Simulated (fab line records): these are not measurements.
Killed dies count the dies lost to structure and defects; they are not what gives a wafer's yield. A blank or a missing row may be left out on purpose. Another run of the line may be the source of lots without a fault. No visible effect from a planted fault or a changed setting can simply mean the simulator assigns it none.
fab line records | flow rit_cmos
[record] lots = 7 wafers = 21 last_day = 7
route steps=202 shown REOX@99 NLDD@103 PLDD@114 SPACER@125 NSD@131 M1@202
lots with no fault: from the same line, run without faults
start_h: start of the lot's first displayed wafer, in hours after the record's first day | wait_h: hours from the lot's prior step to this one | " as in the row above | L1.1+2: several wafers, shown together as one row | - no value present, or no start provided | * or withheld: withheld | < > ~ a bound
route shown NAME@n: NAME is a module with steps in the file, n the number in the route of the first one | usual: average and standard deviation across the fault-free wafers | same: alike in all rows | chamber/n: place in a boat | sites: readings site by site | _std_site: their standard deviation | _edge_site: mean of outer sites minus mean of inner sites | radius_mm: for every site, how far away it sits from the centre of the wafer | mask NAME#n: copy n | behind: the most recent tool/chamber to have shaped the wafer | hold: the reason the lot was held/the length of the hold in hours/how it ended | device: the transistor (n, p or np) that didn't switch | end of line: the same wafers' tests at the end of the route | where a step has no rows: the recipe by itself | killed: the dies lost at the first sort to structure and to defects; this is not the yield of the wafer | map: a wafer's dies, marking killed ones x, the rest . and places with no die _
set.NAME: the setting as run; set.NAME@STEP: as run at that earlier step | model.NAME: the simulator's own value behind a step, which no gauge read
certain route steps with their lots: each step a table, each wafer a row
services: when a tool's chamber went out of use (start_h, in hours from the record's first day, below 0 if earlier), for how many hours, and the reason
[[steps]]
[step RIT_REOX_CLEAN_01]
[recipe] chemistry = dHF dilution = 50:1 time_s = 30
[step RIT_REOX_CLEAN_02]
[recipe] chemistry = SC2 mix = 3:3:50 time_s = 600 temp_c = 75 dry = n2_spin
[step RIT_REOX_OXIDATION_03]
[recipe] temp_c = 900 ambient = O2 target_thk_a = 252 ox_time_s = 5580
[step RIT_REOX_THK_MEAS_04]
[recipe] reads = SiO2_of_REOX_OXIDATION_03
[usual] REOX_OXIDE_THK = 25.1/0.58
// columns lot.wafer tool chamber start_h wait_h REOX_OXIDE_THK[nm]
L267.2 film_metro-04 - 73.70 0.0 25.3
L267.4 " - " " 25.1
L267.5 " - " " 25.2
L269.2 film_metro-04 - 79.76 0.0 24.7
L269.3 " - " " 25.2
L269.5 " - " " 25.0
L271.1 film_metro-04 - 87.10 0.0 25.2
L271.2 " - " " 24.6
L271.4 " - " " 25.2
L274.2 film_metro-04 - 101.88 0.0 25.4
L274.3 " - " " 25.4
L274.5 " - " " 25.2
L282.2 film_metro-04 - 136.93 0.0 24.2
L282.3 " - " " 24.3
L282.6 " - " " 24.1
L283.1 film_metro-04 - 144.78 0.0 24.3
L283.2 " - " " 23.9
L283.5 " - " " 24.1
L285.1 film_metro-02 - 158.96 0.0 25.0
L285.2 " - " " 25.0
L285.5 " - " " 24.6
[step RIT_NLDD_HMDS_00]
[recipe] prime_time_s = 60 prime_temp_c = 140
[step RIT_NLDD_COAT_01]
[recipe] resist = NOVOLAK spin_rpm = 3250 resist_thk_nm = 1000
[step RIT_NLDD_SOFTBAKE_02]
[recipe] resist = NOVOLAK temp_c = 90 time_s = 60
[step RIT_NLDD_EXPOSE_03]
[recipe] mask_id = M7 na = 0.57 target_cd_nm = 40700 dose_mj = 250
[step RIT_NLDD_PEB_04]
[recipe] resist = NOVOLAK temp_c = withheld time_s = withheld
[step RIT_NLDD_DEVELOP_05]
[recipe] resist = NOVOLAK develop_time_s = 50 dev_temp_c = 23
[step RIT_NLDD_OVL_MEAS_06]
[usual] NLDD_OVL = 0.3/1.3
// columns lot.wafer tool chamber start_h wait_h NLDD_OVL[nm]
L267.2 overlay-02 - 74.61 - 2.3
L267.4 " - " " -0.8
L267.5 " - " " 1.6
L269.2 overlay-02 - 80.75 - 0.1
L269.3 " - " " 1.2
L269.5 " - " " 0.4
L271.1 overlay-02 - 88.88 - 0.9
L271.2 " - " " 0.6
L271.4 " - " " -0.1
L274.2 overlay-02 - 102.80 - 0.2
L274.3 " - " " -0.5
L274.5 " - " " -1.1
L282.2 overlay-02 - 138.12 - 0.5
L282.3 " - " " 0.7
L282.6 " - " " 2.9
L283.1 overlay-02 - 145.69 - 3.0
L283.2 " - " " 2.2
L283.5 " - " " 2.0
L285.1 overlay-01 - 159.87 - -0.1
L285.2 " - " " 0.1
L285.5 " - " " -0.2
[step RIT_NLDD_HARDBAKE_07]
[recipe] resist = NOVOLAK temp_c = 140 time_s = 60
[step RIT_NLDD_IMPLANT_08]
[recipe] species = P energy_kev = 20 dose_cm2 = 5e+14 tilt_deg = 7
[usual] beam_energy_keV = 20.001/0.0062 dose_ions_cm2 = 5e+14/5.8e+11 tilt_deg = 6.998/0.017
// columns lot.wafer tool chamber start_h wait_h beam_energy_keV dose_ions_cm2 tilt_deg model.implant.rp_nm model.implant.drp_nm
L267.2 implanter-04 0 74.81 0.1 19.995 5.003e+14 6.990 27.76 12.97
L267.4 " 0 " " 20.000 4.997e+14 6.985 27.76 12.97
L267.5 " 0 " " 20.008 4.998e+14 7.000 27.76 12.97
L269.2 implanter-04 0 81.20 0.1 26.001 4.997e+14 6.993 33.19 15.19
L269.3 " 0 " " 25.994 5.006e+14 7.000 33.19 15.19
L269.5 " 0 " " 26.000 5.001e+14 7.012 33.19 15.19
L271.1 implanter-04 0 89.07 0.1 26.004 5.008e+14 6.989 33.3 15.19
L271.2 " 0 " " 25.992 4.992e+14 7.012 33.3 15.19
L271.4 " 0 " " 26.009 4.997e+14 7.015 33.3 15.19
L274.2 implanter-04 0 103.01 0.1 26.001 4.993e+14 6.991 32.82 15.19
L274.3 " 0 " " 26.005 4.995e+14 7.001 32.82 15.19
L274.5 " 0 " " 25.998 5.002e+14 7.001 32.82 15.19
L282.2 implanter-02 0 138.32 0.1 19.998 5.006e+14 6.980 27.69 12.97
L282.3 " 0 " " 19.998 5.001e+14 6.987 27.69 12.97
L282.6 " 0 " " 19.996 4.994e+14 6.990 27.69 12.97
L283.1 implanter-02 0 145.88 0.1 20.002 4.996e+14 6.999 28.57 12.97
L283.2 " 0 " " 20.003 4.997e+14 7.004 28.57 12.97
L283.5 " 0 " " 19.995 5.004e+14 6.997 28.57 12.97
L285.1 implanter-01 0 160.05 0.1 19.995 5.012e+14 6.977 27.17 12.97
L285.2 " 0 " " 20.001 5.002e+14 6.987 27.17 12.97
L285.5 " 0 " " 19.992 4.998e+14 6.994 27.17 12.97
[step RIT_NLDD_STRIP_09]
[recipe] chemistry = O2 time_s = 180 resist = NOVOLAK platen_temp_c = withheld power_w = 500 pressure_mtorr = 4000 o2_flow_sccm = 4000
[usual] drypump_motor_current_A = 5.8/0.34 o2_flow_sccm = 3997/12
// columns lot.wafer tool chamber start_h wait_h drypump_motor_current_A o2_flow_sccm rf_hours_counter_h
L267.2 plasma_asher-04 1 74.94 0.1 5.7 4012 38
L267.4 " 1 " " 5.7 4026 -
L267.5 " 0 " " 5.3 3995 -
L269.2 plasma_asher-04 0 81.32 0.1 5.3 4028 38
L269.3 " 1 " " 5.7 3977 -
L269.5 " 0 " " 5.3 4000 -
L271.1 plasma_asher-02 0 89.22 0.1 6.3 3969 45
L271.2 " 1 " " 5.7 3996 45
L271.4 " 1 " " 5.7 4002 -
L274.2 plasma_asher-02 1 103.13 0.1 5.7 3989 47
L274.3 " 1 " " 5.7 3969 -
L274.5 " 1 " " 5.7 3967 -
L282.2 plasma_asher-01 0 138.45 0.1 6.2 3987 36
L282.3 " 1 " " 5.6 3998 -
L282.6 " 1 " " 5.6 4000 -
L283.1 plasma_asher-01 1 146.03 0.1 5.6 3998 37
L283.2 " 0 " " 6.2 3986 37
L283.5 " 1 " " 5.6 4007 -
L285.1 plasma_asher-01 0 160.20 0.1 6.2 4018 39
L285.2 " 1 " " 5.6 3996 39
L285.5 " 0 " " 6.2 4009 -
[step RIT_NLDD_TW_MEAS_10]
[usual] NLDD_TW = 2505/11
// columns lot.wafer tool chamber start_h wait_h NLDD_TW
L267.2 film_metro-01 - 75.13 0.1 2522
L267.4 " - " " 2517
L267.5 " - " " 2503
L269.2 film_metro-01 - 81.51 0.1 2719
L269.3 " - " " 2710
L269.5 " - " " 2717
L271.1 film_metro-02 - 89.39 0.1 2700
L271.2 " - " " 2688
L271.4 " - " " 2698
L274.2 film_metro-01 - 103.32 0.1 2704
L274.3 " - " " 2685
L274.5 " - " " 2690
L282.2 film_metro-01 - 138.63 0.1 2507
L282.3 " - " " 2509
L282.6 " - " " 2516
L283.1 film_metro-02 - 146.20 0.1 2498
L283.2 " - " " 2492
L283.5 " - " " 2499
L285.1 film_metro-02 - 160.38 0.1 2486
L285.2 " - " " 2490
L285.5 " - " " 2485
[step RIT_PLDD_HMDS_00]
[recipe] prime_time_s = 60 prime_temp_c = 140
[step RIT_PLDD_COAT_01]
[recipe] resist = NOVOLAK spin_rpm = 3250 resist_thk_nm = 1000
[step RIT_PLDD_SOFTBAKE_02]
[recipe] resist = NOVOLAK temp_c = 90 time_s = 60
[step RIT_PLDD_EXPOSE_03]
[recipe] mask_id = M8 na = 0.57 target_cd_nm = 40900 dose_mj = 250
[step RIT_PLDD_PEB_04]
[recipe] resist = NOVOLAK temp_c = withheld time_s = withheld
[step RIT_PLDD_DEVELOP_05]
[recipe] resist = NOVOLAK develop_time_s = 50 dev_temp_c = 23
[step RIT_PLDD_OVL_MEAS_06]
[usual] PLDD_OVL = -0.2/1.4
// columns lot.wafer tool chamber start_h wait_h PLDD_OVL[nm]
L267.2 overlay-02 - 76.16 - 0.9
L267.4 " - " " 0.8
L267.5 " - " " -0.6
L269.2 overlay-02 - 82.57 - -0.6
L269.3 " - " " -0.8
L269.5 " - " " 1.2
L271.1 overlay-02 - 90.66 - -1.2
L271.2 " - " " -1.8
L271.4 " - " " -0.7
L274.2 overlay-02 - 104.41 - -0.2
L274.3 " - " " 0.6
L274.5 " - " " 1.3
L282.2 overlay-01 - 139.54 - -1.2
L282.3 " - " " -1.0
L282.6 " - " " -3.4
L283.1 overlay-01 - 147.32 - 0.1
L283.2 " - " " -1.6
L283.5 " - " " 0.2
L285.1 overlay-01 - 161.29 - 0.3
L285.2 " - " " -1.6
L285.5 " - " " 1.0
[step RIT_PLDD_HARDBAKE_07]
[recipe] resist = NOVOLAK temp_c = 140 time_s = 60
[step RIT_PLDD_IMPLANT_08]
[recipe] species = BF2 energy_kev = 20 dose_cm2 = 9e+14 tilt_deg = 7
[step RIT_PLDD_STRIP_09]
[recipe] chemistry = O2 time_s = 180 resist = NOVOLAK platen_temp_c = withheld power_w = 500 pressure_mtorr = 4000 o2_flow_sccm = 4000
[usual] drypump_motor_current_A = 5.7/0.33 o2_flow_sccm = 4004/11
// columns lot.wafer tool chamber start_h wait_h drypump_motor_current_A o2_flow_sccm rf_hours_counter_h
L267.2 plasma_asher-02 0 76.49 0.1 6.3 3998 44
L267.4 " 0 " " 6.3 3993 -
L267.5 " 0 " " 6.3 4009 -
L269.2 plasma_asher-04 1 82.90 0.1 5.7 4005 39
L269.3 " 1 " " 5.7 4007 -
L269.5 " 1 " " 5.7 3989 -
L271.1 plasma_asher-04 0 90.99 0.1 5.3 4015 40
L271.2 " 1 " " 5.7 4004 40
L271.4 " 1 " " 5.7 3999 -
L274.2 plasma_asher-04 0 104.74 0.1 5.3 4003 41
L274.3 " 0 " " 5.3 4001 -
L274.5 " 0 " " 5.3 3990 -
L282.2 plasma_asher-04 1 139.87 0.1 5.7 4016 2
L282.3 " 1 " " 5.8 4008 -
L282.6 " 1 " " 5.7 4013 -
L283.1 plasma_asher-04 1 147.65 0.1 5.7 3992 3
L283.2 " 0 " " 5.3 3997 3
L283.5 " 0 " " 5.3 3995 -
L285.1 plasma_asher-04 0 161.63 0.1 5.3 4028 5
L285.2 " 1 " " 5.7 3987 5
L285.5 " 0 " " 5.3 4029 -
[step RIT_PLDD_TW_MEAS_10]
[usual] PLDD_TW = 2363/11
// columns lot.wafer tool chamber start_h wait_h PLDD_TW
L267.2 film_metro-01 - 76.68 0.1 2383
L267.4 " - " " 2378
L267.5 " - " " 2380
L269.2 film_metro-02 - 83.08 0.1 2358
L269.3 " - " " 2366
L269.5 " - " " 2358
L271.1 film_metro-02 - 91.17 0.1 2370
L271.2 " - " " 2384
L271.4 " - " " 2372
L274.2 film_metro-01 - 104.93 0.1 2357
L274.3 " - " " 2358
L274.5 " - " " 2367
L282.2 film_metro-01 - 140.09 0.2 2349
L282.3 " - " " 2357
L282.6 " - " " 2358
L283.1 film_metro-01 - 147.83 0.1 2368
L283.2 " - " " 2372
L283.5 " - " " 2363
L285.1 film_metro-02 - 161.80 0.1 2361
L285.2 " - " " 2356
L285.5 " - " " 2336
[step RIT_SPACER_CLEAN_00]
[recipe] chemistry = SC1 mix = 3:3:50 time_s = 600 temp_c = 75
[step RIT_SPACER_CLEAN_01]
[recipe] chemistry = dHF dilution = 50:1 time_s = 30
[step RIT_SPACER_CLEAN_02]
[recipe] chemistry = SC2 mix = 3:3:50 time_s = 600 temp_c = 75 dry = n2_spin
[step RIT_SPACER_CVD_03]
[recipe] material = Si3N4 target_thk_nm = 250 temp_c = 810 precursor = SiH2Cl2/NH3 time_s = 3300 pressure_mtorr = 300 sih2cl2_flow_sccm = 60 nh3_flow_sccm = 150
[step RIT_SPACER_THK_MEAS_04]
[recipe] reads = Si3N4_of_SPACER_CVD_03
[usual] SPACER_NITRIDE_THK = 248.2/2
// columns lot.wafer tool chamber start_h wait_h SPACER_NITRIDE_THK[nm]
L267.2 film_metro-01 - 79.02 0.0 247.6
L267.4 " - " " 246.9
L267.5 " - " " 249.5
L269.2 film_metro-01 - 85.42 0.0 247.6
L269.3 " - " " 247.8
L269.5 " - " " 248.0
L271.1 film_metro-04 - 93.99 0.0 250.7
L271.2 " - " " 248.4
L271.4 " - " " 249.8
L274.2 film_metro-04 - 107.27 0.0 247.5
L274.3 " - " " 244.5
L274.5 " - " " 248.9
L282.2 film_metro-01 - 143.42 0.0 248.3
L282.3 " - " " 247.3
L282.6 " - " " 246.1
L283.1 film_metro-01 - 150.20 0.0 242.9
L283.2 " - " " 243.4
L283.5 " - " " 244.2
L285.1 film_metro-01 - 164.14 0.0 248.4
L285.2 " - " " 249.4
L285.5 " - " " 249.7
[step RIT_SPACER_ETCHBACK_05]
[recipe] target_depth_a = 2500 SF6_flow_sccm = 30 CHF3_flow_sccm = 30 target = Si3N4 chemistry = SF6/CHF3 pressure_mtorr = 40 rf_w = 250 time_s = 240 stop_on = SiO2
[usual] drypump_motor_current_A = 5.6/0.51 oes_product_au = 0.841/0.014 throttle_valve_pct = 10.30/0.1
// columns lot.wafer tool chamber start_h wait_h drypump_motor_current_A oes_product_au rf_hours_counter_h throttle_valve_pct
L267.2 rie_diel-04 3 79.07 0.0 5.8 0.850 113 10.21
L267.4 " 2 " " 5.0 0.839 3 10.34
L267.5 " 2 " " 5.0 0.844 - 10.34
L269.2 rie_diel-04 3 85.47 0.0 5.8 0.856 113 10.23
L269.3 " 2 " " 5.0 0.846 3 10.34
L269.5 " 0 " " 5.1 0.854 - 10.34
L271.1 rie_diel-03 0 94.05 0.1 5.2 0.866 4 10.19
L271.2 " 3 " " 5.7 0.835 17 10.30
L271.4 " 1 " " 6.1 0.854 2 10.14
L274.2 rie_diel-03 2 107.32 0.0 6.5 0.830 3 10.41
L274.3 " 3 " " 5.6 0.824 18 10.32
L274.5 " 0 " " 5.3 0.851 - 10.20
L282.2 rie_diel-04 2 143.47 0.0 5.0 0.848 4 10.34
L282.3 " 0 " " 5.1 0.853 83 10.33
L282.6 " 1 " " 4.9 0.830 - 10.39
L283.1 rie_diel-01 2 150.26 0.1 6.0 0.820 71 10.38
L283.2 " 0 " " 5.5 0.805 20 10.37
L283.5 " 1 " " 5.6 0.823 - 10.24
L285.1 rie_diel-03 2 164.20 0.1 6.5 0.833 5 10.40
L285.2 " 3 " " 5.7 0.838 19 10.32
L285.5 " 2 " " 6.5 0.834 - 10.41
[step RIT_NSD_HMDS_00]
[recipe] prime_time_s = 60 prime_temp_c = 140
[step RIT_NSD_COAT_01]
[recipe] resist = NOVOLAK spin_rpm = 3250 resist_thk_nm = 1000
[step RIT_NSD_SOFTBAKE_02]
[recipe] resist = NOVOLAK temp_c = 90 time_s = 60
[step RIT_NSD_EXPOSE_03]
[recipe] mask_id = M9 na = 0.57 target_cd_nm = 40700 dose_mj = 250
[step RIT_NSD_PEB_04]
[recipe] resist = NOVOLAK temp_c = withheld time_s = withheld
[step RIT_NSD_DEVELOP_05]
[recipe] resist = NOVOLAK develop_time_s = 50 dev_temp_c = 23
[step RIT_NSD_OVL_MEAS_06]
[usual] NSD_OVL = -0.7/1.6
// columns lot.wafer tool chamber start_h wait_h NSD_OVL[nm]
L267.2 overlay-01 - 80.08 - -3.4
L267.4 " - " " -1.6
L267.5 " - " " -4.0
L269.2 overlay-02 - 86.48 - -2.4
L269.3 " - " " -2.5
L269.5 " - " " -1.5
L271.1 overlay-02 - 95.26 - -0.7
L271.2 " - " " -1.9
L271.4 " - " " -0.8
L274.2 overlay-02 - 108.52 - 0.8
L274.3 " - " " 1.1
L274.5 " - " " -0.8
L282.2 overlay-02 - 144.60 - -0.4
L282.3 " - " " -0.6
L282.6 " - " " -2.2
L283.1 overlay-02 - 151.39 - 0.5
L283.2 " - " " 3.0
L283.5 " - " " 0.4
L285.1 overlay-01 - 165.20 - -3.0
L285.2 " - " " -3.4
L285.5 " - " " -3.4
[step RIT_NSD_HARDBAKE_07]
[recipe] resist = NOVOLAK temp_c = 140 time_s = 60
[step RIT_NSD_IMPLANT_08]
[recipe] species = P energy_kev = 25 dose_cm2 = 1e+15 tilt_deg = 7
[step RIT_NSD_STRIP_09]
[recipe] chemistry = O2 time_s = 180 resist = NOVOLAK platen_temp_c = withheld power_w = 500 pressure_mtorr = 4000 o2_flow_sccm = 4000
[usual] drypump_motor_current_A = 5.8/0.33 o2_flow_sccm = 4002/12
// columns lot.wafer tool chamber start_h wait_h drypump_motor_current_A o2_flow_sccm rf_hours_counter_h
L267.2 plasma_asher-01 0 80.49 0.1 6.2 3996 29
L267.4 " 1 " " 5.6 4026 -
L267.5 " 1 " " 5.6 4021 -
L269.2 plasma_asher-02 0 86.81 0.1 6.3 3996 45
L269.3 " 0 " " 6.3 3990 -
L269.5 " 0 " " 6.3 3989 -
L271.1 plasma_asher-03 1 95.60 0.1 5.3 4022 47
L271.2 " 0 " " 5.8 4013 47
L271.4 " 0 " " 5.8 4003 -
L274.2 plasma_asher-01 1 108.85 0.1 5.6 4019 32
L274.3 " 0 " " 6.3 4002 -
L274.5 " 0 " " 6.2 4010 -
L282.2 plasma_asher-01 1 144.93 0.1 5.6 4009 37
L282.3 " 0 " " 6.2 4000 -
L282.6 " 1 " " 5.6 4004 -
L283.1 plasma_asher-01 0 151.72 0.1 6.2 3995 38
L283.2 " 1 " " 5.6 3970 38
L283.5 " 1 " " 5.6 3977 -
L285.1 plasma_asher-03 1 165.54 0.1 5.3 4003 53
L285.2 " 0 " " 5.8 4001 53
L285.5 " 1 " " 5.3 3992 -
[step RIT_SDANNEAL_RS_MEAS_07]
[recipe] thk_meas_gauge = four-point-probe
[usual] NLDD_RS = 151.6/0.57
// columns lot.wafer tool chamber start_h wait_h NLDD_RS[ohm/sq]
L267.2 film_metro-01 - 83.36 0.1 151.5
L267.4 " - " " 151.0
L267.5 " - " " 151.1
L269.2 film_metro-01 - 89.83 0.1 146.4
L269.3 " - " " 146.8
L269.5 " - " " 146.5
L271.1 film_metro-01 - 98.04 0.1 147.8
L271.2 " - " " 148.5
L271.4 " - " " 148.7
L274.2 film_metro-01 - 111.44 0.1 145.9
L274.3 " - " " 145.9
L274.5 " - " " 146.0
L282.2 film_metro-01 - 147.54 0.1 151.3
L282.3 " - " " 151.4
L282.6 " - " " 151.7
L283.1 film_metro-02 - 154.32 0.1 151.3
L283.2 " - " " 151.5
L283.5 " - " " 152.0
L285.1 film_metro-02 - 168.15 0.1 152.1
L285.2 " - " " 151.8
L285.5 " - " " 151.9
[step RIT_M1_PROBE_99]
[usual] killed_at_M0_to_M3 = 0.0/0.14 killed_at_front_end = 7/3.1 killed_dies = 7/3.1 killed_open = 3.3/2 killed_short = 3.5/1.9
[same] gross_dies = 264 killed_at_M4_up = 0 killed_at_back_side = 0 killed_at_contacts = 0 killed_at_other = 0
// columns lot.wafer tool chamber start_h wait_h killed_at_M0_to_M3 killed_at_front_end killed_dies killed_open killed_short model.etest.nldd.rs_ohm_sq model.etest.nmos_0p15.r_on_ohm_um model.etest.nldd.line_ohm_um model.etest.nmos_0p15.off_log10_a_um model.etest.nmos_0p3.off_log10_a_um model.etest.nmos_turned.isub_log10_a_um model.etest.diode_nplus_pwell.bv_v model.etest.nmos_0p15.isub_log10_a_um
L267.2 prober-02 - 90.68 0.1 0 15 15 6 9 381 1116 118.6 -10.21 -13 -7.211 5.864 -6.911
L267.4 prober-02 - 90.78 0.2 0 7 7 3 4 380.6 1163 116.3 -10.06 -12.85 -7.195 5.898 -7.04
L267.5 prober-02 - 90.83 0.2 0 9 9 4 5 379.3 1162 119.3 -10.5 -13.06 -7.159 5.821 -7.013
L269.2 prober-02 - 97.02 0.1 0 5 5 2 3 288 1072 90.23 -10.35 -13.2 -7 6.072 -6.905
L269.3 prober-02 - 97.07 0.2 0 6 6 4 2 293.2 1088 91.59 -10.4 -13.12 -6.971 6.031 -6.866
L269.5 prober-02 - 97.17 0.2 0 11 11 6 5 292.1 1057 91.82 -10.07 -13.2 -6.995 6.095 -6.877
L271.1 prober-02 - 105.70 0.1 0 9 9 5 4 298.5 1063 93.89 -10.77 -13.27 -7.089 6.09 -6.936
L271.2 prober-02 - 105.75 0.1 0 10 10 5 5 290.7 1067 92.34 -10.71 -13.3 -7.005 6.112 -6.866
L271.4 prober-02 - 105.85 0.2 0 5 5 3 2 298.2 1047 93.75 -10.59 -13.18 -7.076 6.034 -6.87
L274.2 prober-01 - 118.58 0.1 0 5 5 3 2 298.6 1082 93.37 -10.73 -13.15 -7.004 6.029 -6.887
L274.3 prober-01 - 118.63 0.2 0 8 8 3 4 298.9 1067 93.06 -10.55 -13.23 -7.018 6.028 -6.873
L274.5 prober-01 - 118.73 0.2 0 5 5 1 4 296.5 1056 92.34 -10.64 -13.16 -7.054 6.039 -6.884
L282.2 prober-01 - 154.61 0.1 0 7 7 4 3 363.3 1130 114.3 -10.47 -12.83 -7.117 5.972 -6.916
L282.3 prober-01 - 154.66 0.2 0 0 0 0 0 366.5 1140 115.6 -10.37 -12.99 -7.152 5.974 -6.965
L282.6 prober-01 - 154.81 0.2 0 7 7 4 3 362.6 1133 114.3 -10.74 -13.1 -7.14 5.948 -6.952
L283.1 prober-02 - 161.54 0.1 0 8 8 2 6 348.5 1130 109.5 -9.935 -12.82 -7.058 5.995 -6.992
L283.2 prober-02 - 161.59 0.1 0 4 4 1 3 342.9 1086 106.2 -9.961 -12.99 -7.048 6.042 -6.883
L283.5 prober-02 - 161.74 0.2 1 2 3 1 2 345.6 1082 107.1 -9.851 -12.96 -7.007 5.987 -6.893
L285.1 prober-02 - 175.24 0.1 0 14 14 10 4 389.2 1140 120.8 -10.18 -13 -7.164 5.869 -7.008
L285.2 prober-02 - 175.29 0.1 0 6 6 2 4 387.4 1107 120.5 -10.02 -13 -7.189 5.886 -6.927
L285.5 prober-02 - 175.44 0.2 0 9 9 4 5 381.4 1102 119 -10.02 -13.04 -7.191 5.846 -7.014
// killed by level:class
L267.2 GATE:geometric_particle:short=5 GATE:geometric_particle:open=3 SILICIDE:geometric_particle:open=3 FOX1:geometric_particle:short=1 FOX2:geometric_particle:short=1 REOX:geometric_particle:short=1 SILICIDE:geometric_particle:short=1
L267.4 GATE:geometric_particle:short=2 GATE:geometric_particle:open=2 FOX1:geometric_particle:open=1 REOX:geometric_particle:short=1 SILICIDE:geometric_particle:short=1
L267.5 SILICIDE:geometric_particle:short=4 GATE:geometric_particle:open=2 FOX1:geometric_particle:open=1 FOX1:geometric_particle:short=1 FOX2:geometric_particle:open=1
L269.2 FOX1:geometric_particle:short=1 GATE:geometric_particle:open=1 GATE:geometric_particle:short=1 SPACER:geometric_particle:open=1 SPACER:geometric_particle:short=1
L269.3 SILICIDE:geometric_particle:short=2 GATE:geometric_particle:open=1 REOX:geometric_particle:open=1 SPACER:geometric_particle:open=1 SILICIDE:geometric_particle:open=1
L269.5 SILICIDE:geometric_particle:short=3 REOX:geometric_particle:open=2 FOX2:geometric_particle:open=1 GATE:geometric_particle:open=1 GATE:geometric_particle:short=1 REOX:geometric_particle:short=1 SPACER:geometric_particle:open=1 SILICIDE:geometric_particle:open=1
L271.1 FOX2:geometric_particle:short=2 GATE:geometric_particle:open=2 REOX:geometric_particle:open=2 GATE:geometric_particle:short=1 REOX:geometric_particle:short=1 SILICIDE:geometric_particle:open=1
L271.2 GATE:geometric_particle:open=3 GATE:geometric_particle:short=2 REOX:geometric_particle:short=2 FOX2:geometric_particle:open=1 FOX2:geometric_particle:short=1 REOX:geometric_particle:open=1
L271.4 GATE:geometric_particle:short=2 GATE:geometric_particle:open=2 SILICIDE:geometric_particle:open=1
L274.2 SILICIDE:geometric_particle:open=2 FOX1:geometric_particle:short=1 FOX1:geometric_particle:open=1 FOX2:geometric_particle:short=1
L274.3 FOX2:geometric_particle:short=2 SILICIDE:geometric_particle:open=2 FOX1:geometric_particle:open=1 FOX1:geometric_particle:short=1 GATE:geometric_particle:short=1 NWELL:coat_microbubble_printed=1
L274.5 FOX1:geometric_particle:short=2 REOX:geometric_particle:open=1 REOX:geometric_particle:short=1 SPACER:geometric_particle:short=1
L282.2 GATE:geometric_particle:open=3 GATE:geometric_particle:short=2 FOX1:geometric_particle:short=1 SILICIDE:geometric_particle:open=1
L282.6 GATE:geometric_particle:short=2 SPACER:geometric_particle:open=2 FOX1:geometric_particle:open=1 FOX2:geometric_particle:open=1 SILICIDE:geometric_particle:short=1
L283.1 GATE:geometric_particle:short=2 FOX1:geometric_particle:short=1 GATE:geometric_particle:open=1 REOX:geometric_particle:open=1 REOX:geometric_particle:short=1 SPACER:geometric_particle:short=1 SILICIDE:geometric_particle:short=1
L283.2 GATE:geometric_particle:short=1 REOX:geometric_particle:short=1 SPACER:geometric_particle:short=1 SPACER:geometric_particle:open=1
L283.5 FOX2:geometric_particle:open=1 GATE:geometric_particle:short=1 M1:geometric_particle:short=1
L285.1 GATE:geometric_particle:open=6 SILICIDE:geometric_particle:open=3 FOX1:geometric_particle:short=1 GATE:geometric_particle:short=1 SPACER:geometric_particle:short=1 SPACER:geometric_particle:open=1 SILICIDE:geometric_particle:short=1
L285.2 GATE:geometric_particle:short=2 GATE:geometric_particle:open=1 SPACER:geometric_particle:open=1 SPACER:geometric_particle:short=1 SILICIDE:geometric_particle:short=1
L285.5 GATE:geometric_particle:short=4 REOX:geometric_particle:open=2 FOX1:geometric_particle:short=1 FOX1:geometric_particle:open=1 SILICIDE:geometric_particle:open=1
[[services]]
// columns tool chamber start_h hours kind
implanter-04 - 53.26 6.6 repair
rie_diel-01 0 56.66 6.4 repair
rie_diel-04 3 57.05 10.8 repair
implanter-04 - 59.89 2.8 pm
plasma_asher-04 - 62.61 0.7 repair
implanter-02 - 63.11 2.1 repair
implanter-02 - 69.34 3.1 repair
rie_diel-01 1 72.72 9.4 repair
implanter-01 - 74.24 4.2 repair
rie_diel-01 3 79.12 24.8 repair
plasma_asher-04 - 91.79 1.4 repair
implanter-02 - 96.11 2.3 repair
plasma_asher-04 - 99.32 2.8 repair
plasma_asher-04 - 108.75 9.0 pm
plasma_asher-04 0 108.75 9.0 vent_cycle
plasma_asher-04 1 108.75 9.0 vent_cycle
rie_diel-01 3 109.01 5.2 repair
rie_diel-01 0 109.79 5.3 repair
plasma_asher-04 0 117.75 - clean
rie_diel-01 1 131.37 7.8 repair
plasma_asher-03 - 141.43 21.0 repair
rie_diel-04 1 156.96 3.3 repair
implanter-02 - 157.54 5.0 pm
rie_diel-03 0 160.22 8.5 repair
[[key]]
[first_sign] step = RIT_NLDD_IMPLANT_08 reading = beam_energy_keV direction = up sigmas = 99+ usual = 20.001 struck = 26.000
[effect] step = RIT_NLDD_TW_MEAS_10 reading = NLDD_TW direction = up sigmas = 17 usual = 2505 struck = 2701
[effect] step = RIT_SDANNEAL_RS_MEAS_07 reading = NLDD_RS direction = down sigmas = 8.2 usual = 151.6 struck = 147.0
[model_effect] step = RIT_NLDD_IMPLANT_08 value = implant.rp_nm without = 27.72 struck = 33.1
[model_effect] step = RIT_M1_PROBE_99 value = etest.nldd.rs_ohm_sq without = 379.2 struck = 295
met_at RIT_NLDD_IMPLANT_08
struck_wafers L269.2,L269.3,L269.5,L271.1,L271.2,L271.4,L274.2,L274.3,L274.5
tester_left_out L269,L271,L274
onset_between 74.81 81.20
[fault] kind = process_parameter_drift tool = implanter-04 chamber = - onset_h = 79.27 steps = RIT_NLDD_IMPLANT_08 channel = energy_kev offset = 6 shape = step end_h = 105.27 acts_in = these_recipes_only stated = 20
// tester_left_out: of these lots the tester's yield and bins aren't shown, on N5 and GAA mostly nor the transistor test; their killed dies are dies lost to structure and defects alone, not to doping, threshold or leakage, so they don't give the yield
